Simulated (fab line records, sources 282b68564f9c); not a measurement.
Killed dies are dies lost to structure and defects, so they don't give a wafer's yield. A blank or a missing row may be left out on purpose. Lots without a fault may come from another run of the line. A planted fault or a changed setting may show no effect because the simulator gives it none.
fab line records | flow rit_cmos
record lots=15 wafers=45 last_day=7
route steps=202 shown NWELL@31 M1@202
lots that met no fault: from a run of the same line without faults
start_h: hours from the record's first day to the start of the lot's first wafer shown | wait_h: hours since the lot's step before | " the same as in the row above | L1.1+2: a row that stands for several wafers | - no value, or no start given | * or withheld: withheld | < > ~ a bound
route shown NAME@n: a module of which the file shows steps, and the number in the route of the first | usual: mean/standard deviation of fault-free wafers | same: alike in all rows | chamber/n: place in a boat | sites: the reading at each site | _std_site: their standard deviation | _edge_site: outer sites' mean less inner sites' | radius_mm: how far each site lies from the wafer's centre | mask NAME#n: copy n | behind: the tool/chamber that last shaped the wafer | hold: why the lot was held/for how many hours/how that ended | device: the transistor (n, p or np) that didn't switch | end of line: the same wafers' tests at the end of the route | a step without rows: its recipe alone | killed: dies lost to structure and defects at the first sort, not the wafer's yield | map: a wafer's dies, x killed, . not, _ none there
set.NAME: the setting as run; set.NAME@STEP: as run at that earlier step | model.NAME: the simulator's own value behind a step, which no gauge read
steps of the route over a sample of lots; a table a step, a row a wafer
services: from which hour (start_h, from the record's first day; less than 0 if before it) a tool's chamber was out of use, for how many hours, and why
## steps
# step RIT_NWELL_EXPOSE_03
# recipe mask_id=M2 na=0.57 target_cd_nm=43900 dose_mj=250
# columns lot.wafer tool chamber start_h wait_h mask
L973.3+4+5 iline_stepper-02 0 20.23 0.1 M2#0
L974.2+3+4 iline_stepper-02 0 25.99 0.1 M2#0
L975.2+3+4 iline_stepper-01 0 29.90 0.2 M2#0
L977.1+3+6 iline_stepper-02 0 39.73 0.1 M2#0
L978.1+3+6 iline_stepper-02 0 46.55 0.1 M2#0
L980.3+4+6 iline_stepper-02 0 55.30 0.1 M2#0
L981.3+4+6 iline_stepper-02 0 60.32 0.1 M2#0
L982.3+4+5 iline_stepper-02 0 64.80 0.1 M2#0
L983.2+4+5 iline_stepper-02 0 69.78 0.1 M2#0
L985.1+3+6 iline_stepper-01 0 80.21 0.1 M2#0
L986.3+4+5 iline_stepper-02 0 84.92 0.2 M2#0
L988.1+3+4 iline_stepper-02 0 97.27 0.2 M2#0
L992.3+4+5 iline_stepper-02 0 116.44 0.2 M2#0
L993.4+5+6 iline_stepper-01 0 122.40 0.2 M2#0
L995.1+4+5 iline_stepper-01 0 129.82 0.2 M2#0
# step RIT_NWELL_OVL_MEAS_06
# usual NWELL_OVL=-0.9/1.2
# columns lot.wafer tool chamber start_h wait_h NWELL_OVL[nm]
L973.3 overlay-01 - 20.63 - -0.5
L973.4 " - " " 0.0
L973.5 " - " " -1.3
L974.2 overlay-01 - 26.41 - -2.5
L974.3 " - " " -2.9
L974.4 " - " " -1.7
L975.2 overlay-02 - 30.31 - -1.4
L975.3 " - " " -1.3
L975.4 " - " " -2.5
L977.1 overlay-01 - 40.16 - 0.1
L977.3 " - " " -0.4
L977.6 " - " " -1.0
L978.1 overlay-01 - 47.03 - -2.1
L978.3 " - " " -2.8
L978.6 " - " " -2.8
L980.3 overlay-02 - 55.71 - 0.7
L980.4 " - " " -1.1
L980.6 " - " " -1.9
L981.3 overlay-02 - 60.72 - -1.6
L981.4 " - " " -0.1
L981.6 " - " " -0.5
L982.3 overlay-02 - 65.20 - -0.7
L982.4 " - " " -1.4
L982.5 " - " " -0.8
L983.2 overlay-02 - 70.20 - -1.2
L983.4 " - " " -0.5
L983.5 " - " " -1.8
L985.1 overlay-01 - 80.64 - -1.3
L985.3 " - " " -0.2
L985.6 " - " " -0.6
L986.3 overlay-01 - 85.32 - -179.5
L986.4 " - " " -179.9
L986.5 " - " " -179.3
L988.1 overlay-02 - 97.70 - -182.6
L988.3 " - " " -182.5
L988.4 " - " " -181.5
L992.3 overlay-01 - 116.84 - -181.5
L992.4 " - " " -182.4
L992.5 " - " " -182.9
L993.4 overlay-02 - 122.79 - -1.6
L993.5 " - " " -1.6
L993.6 " - " " -0.8
L995.1 overlay-01 - 130.25 - 0.4
L995.4 " - " " -1.6
L995.5 " - " " 2.1
# step RIT_M1_PROBE_99
# usual killed_at_M0_to_M3=0.0/0.14 killed_at_front_end=7/3 killed_dies=7/3 killed_open=3.5/2 killed_short=3.6/2.1
# same gross_dies=264 killed_at_M4_up=0 killed_at_back_side=0 killed_at_contacts=0 killed_at_other=0
# columns lot.wafer tool chamber start_h wait_h killed_at_M0_to_M3 killed_at_front_end killed_dies killed_open killed_short
L992.3 prober-01 - 153.25 0.2 0 3 3 2 1
L992.4 prober-01 - 153.30 0.2 0 7 7 1 6
L992.5 prober-01 - 153.35 0.2 1 5 6 2 4
# killed by level:class
L992.3 GATE:geometric_particle:short=1 REOX:geometric_particle:open=1 SILICIDE:geometric_particle:open=1
L992.4 REOX:geometric_particle:short=2 SILICIDE:geometric_particle:short=2 FOX2:geometric_particle:short=1 FOX2:geometric_particle:open=1 SPACER:geometric_particle:short=1
L992.5 GATE:geometric_particle:short=3 FOX1:geometric_particle:open=1 GATE:geometric_particle:open=1 M1:geometric_particle:short=1
## services
# columns tool chamber start_h hours kind
iline_stepper-01 - 4.35 4.3 repair
iline_stepper-01 - 46.49 21.0 repair
iline_stepper-02 - 67.48 2.1 pm
iline_stepper-02 - 69.57 - consumable_replace:lamp
iline_stepper-01 - 85.88 1.7 pm
iline_stepper-01 - 117.26 2.1 pm
iline_stepper-01 - 119.34 - consumable_replace:lamp
iline_stepper-02 - 119.34 1.7 pm
## key
first_sign step=RIT_NWELL_OVL_MEAS_06 reading=NWELL_OVL direction=down sigmas=99+ usual=-0.9 struck=-181.4
effect none on later readings
met_at RIT_NWELL_EXPOSE_03
struck_lots L986,L988,L992
tester_left_out L986,L988,L992
onset_between 69.78 84.92
fault kind=scanner_matching_overlay tool=iline_stepper-02 chamber=- onset_h=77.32 steps=RIT_NWELL_EXPOSE_03 offset=-180
# tester_left_out: of these lots the tester's yield and bins aren't shown, on N5 and GAA mostly nor the transistor test; their killed dies are dies lost to structure and defects alone, not to doping, threshold or leakage, so they don't give the yield
